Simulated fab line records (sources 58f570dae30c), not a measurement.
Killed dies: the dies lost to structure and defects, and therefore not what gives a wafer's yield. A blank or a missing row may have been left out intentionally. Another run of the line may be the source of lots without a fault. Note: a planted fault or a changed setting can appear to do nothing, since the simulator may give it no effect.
Split-lot trial ; flow berkeley cmos170 ; on a route of 331 steps: 5 lots, 23 wafers read

SPLIT DETAILS
At UCB170_PSD_COAT_01 (resist thk 900 nm), the setting spin rpm was moved away from the recipe's 1500 rpm on 6 of the 23 wafers read, by -7.1% to +2.5%. The other wafers ran this setting at the recipe's value.

The reading is taken at the split's own step.

THE READING
KrF_of_PSD_COAT_01.thk nm (the simulator's own value, which no gauge read), in nm, at UCB170_PSD_COAT_01 (resist thk 900 nm). No usual value for it is given in the file. Average 900.8 nm, standard deviation 2 nm, over the 17 wafers here run with the recipe.

wafer;tool, chamber at the split;spin rpm as run, rpm;against the recipe;KrF_of_PSD_COAT_01.thk nm, nm;against lot-mates on the recipe
L076.1;litho track-01, 0;1500;recipe;900.7;-
L076.2;litho track-01, 0;1500;recipe;902;-
L076.3;litho track-01, 0;1500;recipe;901.6;-
L076.4;litho track-01, 0;1500;recipe;901.8;-
L076.5;litho track-01, 0;1500;recipe;904.8;-
L080.2;litho track-04, 0;1500;recipe;902.1;-
L080.3;litho track-04, 0;1500;recipe;901.5;-
L080.6;litho track-04, 0;1500;recipe;901.2;-
L081.1;litho track-01, 0;1500;recipe;901.6;-
L081.3;litho track-01, 0;1500;recipe;903.1;-
L081.4;litho track-01, 0;1500;recipe;899.5;-
L081.5;litho track-01, 0;1393;-7.1%;934.1;+32.7
L081.6;litho track-01, 0;1393;-7.1%;936.2;+34.8
L085.1;litho track-01, 0;1500;recipe;897.1;-
L085.2;litho track-01, 0;1537;+2.5%;889.9;-8.0
L085.3;litho track-01, 0;1500;recipe;900;-
L085.4;litho track-01, 0;1500;recipe;896.5;-
L085.6;litho track-01, 0;1537;+2.5%;887.4;-10.5
L084.1;litho track-03, 0;1500;recipe;900.3;-
L084.2;litho track-03, 0;1466;-2.3%;912.5;+12.3
L084.3;litho track-03, 0;1500;recipe;898.5;-
L084.4;litho track-03, 0;1500;recipe;901.9;-
L084.6;litho track-03, 0;1466;-2.3%;912.4;+12.2

FIT RESULTS
A straight line over all 23 wafers: KrF_of_PSD_COAT_01.thk nm changes by -4.85 nm for each +1% of spin rpm; r = -0.99; the points scatter about the line by 1.9 nm.
The same after taking each lot's own level away (the mean of its wafers on the recipe; 23 wafers): -4.64 nm for each +1%; r = -0.99; scatter 1.5 nm.
That fit puts the effect of the largest move of spin rpm on the reading at 33 nm.
Measured against the standard deviation above, the lots' own levels, which go from 897.87 to 902.18 nm, span 2.1 times it.
The two slopes are in agreement: the lot-to-lot level therefore moves the slope only a little.
Check: for one of the wafers moved furthest among these (-7.1%), held out of the fit, the line's prediction against its lot-mates is +34.1 nm. Against them it came out at +32.7 nm.

THESE WAFERS: OTHER SPLITS
Note: prior to the reading, these wafers also went through further splits. Each is held against what the fit with the lots' levels taken away leaves over:
other split on the same wafers;wafers away from the commonest value;r with KrF_of_PSD_COAT_01.thk nm (lot level and that fit taken away)
UCB170_ZERO_COAT_01 spin rpm;5;+0.12
UCB170_ZERO_ETCH_06 rf w;8;-0.10
UCB170_PWELL_IMPLANT_15 energy kev;5;+0.14
UCB170_WELLDRIVE_OXIDATION_01 ox time s;18;-0.07
UCB170_ACTIVE_OXIDATION_02 temp c;5;+0.15
UCB170_ACTIVE_SOFTBAKE_09 time s;9;+0.01
UCB170_PFIELD_IMPLANT_07 energy kev;10;+0.19
UCB170_GATE_OXIDATION_01 ox time s;15;-0.17
UCB170_NLDD_IMPLANT_08 energy kev;9;-0.09

FILE'S OWN FIT
KrF_of_PSD_COAT_01.thk nm changes by -4.69 nm for each +1% of spin rpm, r = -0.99.
